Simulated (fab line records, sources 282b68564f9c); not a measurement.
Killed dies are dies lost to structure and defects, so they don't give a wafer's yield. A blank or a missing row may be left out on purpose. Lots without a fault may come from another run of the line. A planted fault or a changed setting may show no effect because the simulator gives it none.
One fault seen from 2 desks | flow rit_cmos | each desk has only its own numbers; what lay behind them comes last

THE METROLOGY DESK
What the gauges read, lot by lot, whatever tool the lot ran on: means of the sampled wafers that have a number. A lot is out of limits, marked OUT, if its mean lies more than 4 standard deviations from the usual mean; the brackets give that distance.
Columns: A = PWELL_RS at RIT_WELLDRIVE_RS_MEAS_02, usual 428.7 ohm/sq; B = CONTACT_TEOS_THK at RIT_CONTACT_THK_MEAS_01, usual 399 nm; C = cd_nm at RIT_CONTACT_CD_MEAS_08, usual 1000.5 nm
lot  | first seen here | A     | B   | C
L309 | day 2 05:22     | 428.2 | 401 | 1000.0
L310 | day 2 08:50     | 427.8 | 395 | 1001.3
L312 | day 2 19:23     | 428.3 | 402 | 997.4
L313 | day 3 00:44     | 429.4 | 403 | 1000.2
L316 | day 3 17:10     | 428.7 | 397 | 1001.4
L317 | day 3 21:41     | 428.6 | 402 | 1002.7
L318 | day 4 01:35     | 429.1 | 399 | 1004.2
L319 | day 4 08:00     | 428.0 | 400 | 1003.6
L320 | day 4 13:02     | 429.0 | 404 | 997.8
L321 | day 4 20:18     | 427.4 | 398 | 1000.9
L325 | day 5 18:49     | 429.0 | 394 | 1000.3
L330 | day 6 17:20     | 427.9 | 403 | 999.8
L332 | day 7 00:36     | 427.7 | 397 | 1027.4 (+12) OUT
This desk's finding: out of limits on L332; first on L332, day 8 00:14 (cd_nm at RIT_CONTACT_CD_MEAS_08). In limits: L309, L310, L312, L313, L316, L317, L318, L319, L320, L321, L325, L330.

THE TOOL OWNER'S DESK: iline_stepper-01
The tool's own readings at RIT_CONTACT_EXPOSE_05 (exposes mask M11, target cd 1000 nm): means of the sampled wafers that have a number, for each lot that ran on this tool. A lot is out of limits, marked OUT, if its mean lies more than 4 standard deviations from the usual mean; the brackets give that distance.
Columns: A = exposure_dose_mJ_cm2 at RIT_CONTACT_EXPOSE_05, usual 250.04; B = reticle_temp_C at RIT_CONTACT_EXPOSE_05, usual 22.99 C
lot  | first seen here | A                | B
L309 | day 3 03:43     | 249.75           | 22.90
L312 | day 3 17:32     | 250.00           | 23.00
L317 | day 4 20:31     | 250.32           | 23.12
L318 | day 5 02:13     | 250.40           | 22.97
L319 | day 5 07:07     | 250.06           | 23.05
L321 | day 6 00:10     | 250.22           | 22.87
L325 | day 6 22:23     | 250.02           | 22.93
L332 | day 7 23:36     | 244.58 (-23) OUT | 23.03
This desk's finding: out of limits on L332; first on L332, day 7 23:36 (exposure_dose_mJ_cm2 at RIT_CONTACT_EXPOSE_05). In limits: L309, L312, L317, L318, L319, L321, L325.

PUT TOGETHER
The tool owner's desk could have raised an alarm at day 7 23:36, on L332.
The metrology desk could have raised an alarm at day 8 00:14, on L332.
Of the lots named, all ran RIT_CONTACT_EXPOSE_05 on iline_stepper-01.

WHAT THE SIMULATOR HAD PUT IN
Process parameter drift: iline_stepper-01, from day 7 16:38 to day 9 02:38, at RIT_CONTACT_EXPOSE_05. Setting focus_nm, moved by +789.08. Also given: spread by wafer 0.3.
Lots struck among those shown: L332.
Hours from the fault's start to each desk's first reading out of limits: the tool owner's desk, 7; the metrology desk, 8.
